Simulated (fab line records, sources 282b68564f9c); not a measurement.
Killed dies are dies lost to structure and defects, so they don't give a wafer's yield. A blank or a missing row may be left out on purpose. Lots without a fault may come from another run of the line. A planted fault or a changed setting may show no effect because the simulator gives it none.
A struck lot beside a sound one | flow rit_cmos | 15 steps out of a route of 202
Sound: wafers L309.1, L309.3, L309.6. Struck: wafers L313.2, L313.3, L313.4. The cause comes at the end.
At each step with rows: each side's tool, then ch and its chambers, then its first start. Under that, the readings that differ: sound wafers | struck wafers | difference of the means | sigmas: that difference in standard deviations of wafers without a fault.
alike: readings whose means differ by less than 2 such deviations, and words and numbers that are the same on both sides. not compared: withheld readings, readings that some wafer has no value for, bounds like >300 that may hide the same value, and numbers for which the record gives no deviation and whose values overlap.
The two part at a step that has a row with sigmas, a row that says differs or no value, or rows on one side only. Numbers that don't overlap but have no deviation are shown without sigmas and don't part them. A reading that every wafer of one side lacks parts them only if that side has two wafers or more.

RIT_SILICIDE_RTA_06: time 10 s, ramp up 5 s, ramp down 10 s.
  sound on rtp_anneal-02 ch 0, day 3 01:35; struck on rtp_anneal-02 ch 0, day 3 21:59
  alike: wafer_temp_C_max
RIT_CONTACT_CVD_00: deposits SiO2 from TEOS, target thk 400 nm, time 61 s.
  sound on pecvd-02 ch 0,1, day 3 01:39; struck on pecvd-01 ch 1,2, day 3 22:02
  alike: heater_power_w
RIT_CONTACT_THK_MEAS_01:
  sound on film_metro-03, day 3 01:42; struck on film_metro-03, day 3 22:05
  alike: CONTACT_TEOS_THK
then, 6 steps without rows for these wafers: RIT_CONTACT_HMDS_02 (prime time 60 s); RIT_CONTACT_COAT_03 (resist thk 1000 nm); RIT_CONTACT_SOFTBAKE_04 (time 60 s); RIT_CONTACT_EXPOSE_05 (exposes mask M11, target cd 1000 nm); RIT_CONTACT_PEB_06; RIT_CONTACT_DEVELOP_07 (develop time 120 s).
RIT_CONTACT_CD_MEAS_08: target cd 1000 nm.
  sound on cd_sem-01, day 3 02:52; struck on cd_sem-02, day 3 23:08
  alike: cd_nm
RIT_CONTACT_OVL_MEAS_09:
  sound on overlay-02, day 3 02:59; struck on overlay-01, day 3 23:14
  alike: CONTACT_OVL
then, 1 step without rows for these wafers: RIT_CONTACT_HARDBAKE_10 (time 60 s).
RIT_CONTACT_ETCH_11: etches SiO2 in CHF3/CF4/Ar, stops on TiSi2, target depth 480 nm, time 320 s.
  sound on rie_diel-03 ch 0,1,2, day 3 03:19; struck on rie_diel-04 ch 1,2,3, day 3 23:26
  reading                                      | sound             | struck            | difference | sigmas
  rf_fwd_power_W (W)                           | 200.6 199.7 198.7 | 167.0 168.7 167.2 | -32.0      | -49
  model.NOVOLAK_of_CONTACT_COAT_03.thk_nm (nm) | 766.6 769.1 768.2 | 777.1 775.5 777.7 | +8.8       |
  alike: drypump_motor_current_A, oes_product_au, throttle_valve_pct
  not compared: rf_hours_counter_h
RIT_CONTACT_STRIP_12: strips in O2, time 180 s.
  sound on plasma_asher-02 ch 1, day 3 03:30; struck on plasma_asher-02 ch 0,1, day 3 23:38
  alike: drypump_motor_current_A
  not compared: rf_hours_counter_h
RIT_M1_PROBE_99:
  sound on prober-01, day 3 08:17; struck on prober-01, day 4 04:32
  reading                                    | sound                      | struck                       | difference | sigmas
  model.etest.antenna_contact.vt_shift_v (V) | -0.01188 -0.01249 -0.01113 | -0.00882 -0.004328 -0.003531 | +0.00627   |
  alike: killed_at_contacts, killed_at_front_end, killed_dies, killed_open, killed_short

WHERE THEY PART
Only at RIT_CONTACT_ETCH_11, within this record. Later steps at which nothing parts them and some readings are alike: RIT_CONTACT_STRIP_12, RIT_M1_PROBE_99.

WHY: what the simulator had put in
Process parameter drift: rie_diel-04, from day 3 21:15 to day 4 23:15, at RIT_CONTACT_ETCH_11. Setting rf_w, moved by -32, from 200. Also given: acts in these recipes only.
